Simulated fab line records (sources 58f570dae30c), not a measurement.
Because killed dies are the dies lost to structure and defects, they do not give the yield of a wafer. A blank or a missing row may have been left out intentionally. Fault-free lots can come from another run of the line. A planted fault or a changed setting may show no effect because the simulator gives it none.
A struck lot beside a sound one -- flow berkeley_cmos170 -- 15 out of 331 route steps
Sound: the wafers L729.1, L729.4, L729.5. The struck wafers were L743.3, L743.4, L743.6. The cause is named last.
At each step with rows: each side's tool, then ch and its chambers, then its first start. Under that, the readings that differ: sound wafers -- struck wafers -- difference of the means -- sigmas: that difference in standard deviations of wafers without a fault.
alike: words and numbers the same on both sides, and readings whose means are apart by under 2 such deviations; not compared: readings that were withheld, readings missing a value for some wafer, numbers with overlapping values and no deviation given by the record, and bounds like >300 which may hide the same value.
A row with sigmas, a row that says differs or no value, or rows on one side alone: a step with any of these is where the two part. Numbers that have no deviation but don't overlap get no sigmas and don't part them. Lack of a reading on every wafer of one side parts them only where that side has two or more wafers.

first, 1 step without rows for these wafers: UCB170_M2_SOFTBAKE_06 (time 60 s).
UCB170_M2_STRIP_07: strips in O2.
  sound on plasma_asher-01 ch 0,1, day 8 09:44; struck on plasma_asher-02 ch 0,1, day 11 15:41
  alike: chamber_pressure_mTorr, drypump_motor_current_A, oes_product_au, strip_time_to_endpoint_s
  not compared: rf_hours_counter_h
then, 7 steps without rows for these wafers: UCB170_M2_STRIP_08 (strips KrF in DMSO, time 600 s); UCB170_M2_COAT_09; UCB170_M2_COAT_10 (resist thk 900 nm); UCB170_M2_SOFTBAKE_11 (time 60 s); UCB170_M2_EXPOSE_12 (exposes mask METAL2, target cd 700 nm); UCB170_M2_PEB_13; UCB170_M2_DEVELOP_14 (develop time 45 s).
UCB170_M2_CD_MEAS_15: the cd target is 700 nm.
  sound on cd_sem-01 at day 8 10:59; struck on cd_sem-02 at day 11 17:41
reading,sound,struck,difference,sigmas
cd_nm (nm),702.3 701.7 703.9,699.6 697.5 699.5,-3.8,-2
UCB170_M2_OVL_MEAS_16:
  sound on overlay-01 at day 8 11:06; struck on overlay-01 at day 11 17:47
  alike: M2_OVL
UCB170_M2_ETCH_17: etches BARC in N2/H2.
  sound on rie_diel-03 ch 1,3, day 8 11:08; struck on rie_diel-02 ch 0,1, day 11 17:49
  alike: chamber_pressure_mTorr, drypump_motor_current_A, oes_product_au, throttle_valve_pct
UCB170_M2_METAL_ETCH_18: etches Al in Cl2/BCl3, stops on SiO2, target depth 1170 nm, time 195 s.
  sound on rie_metal-01 ch 0,1, day 8 11:11; struck on rie_metal-02 ch 0,1, day 11 17:55
reading,sound,struck,difference,sigmas
run_length_s (s),223.8 223.2 224.4,230.3 230.7 230.4,+6.7,+7
model.KrF_of_M2_COAT_10.thk_nm (nm),217.8 203.3 229.7,168.5 186.3 190.3,-35.2,
  alike: chamber_pressure_mTorr, drypump_motor_current_A, oes_product_au, throttle_valve_pct
  not compared: rf_hours_counter_h
UCB170_M2_STRIP_19: strips in O2.
  sound on plasma_asher-01 ch 0,1, day 8 11:22; struck on plasma_asher-02 ch 0,1, day 11 18:04
reading,sound,struck,difference,sigmas
oes_product_au (a.u.),0.548 0.528 0.565,0.494 0.525 0.516,-0.035,-2
  alike: chamber_pressure_mTorr, drypump_motor_current_A
  not compared: rf_hours_counter_h
UCB170_M3_PROBE_99:
  the record has rows for the struck wafers here (prober-02, day 12 01:26) and none for the sound ones

## WHERE THEY PART
At UCB170_M2_CD_MEAS_15 first; at UCB170_M3_PROBE_99 last (within this record only).

WHY: what the simulator had put in
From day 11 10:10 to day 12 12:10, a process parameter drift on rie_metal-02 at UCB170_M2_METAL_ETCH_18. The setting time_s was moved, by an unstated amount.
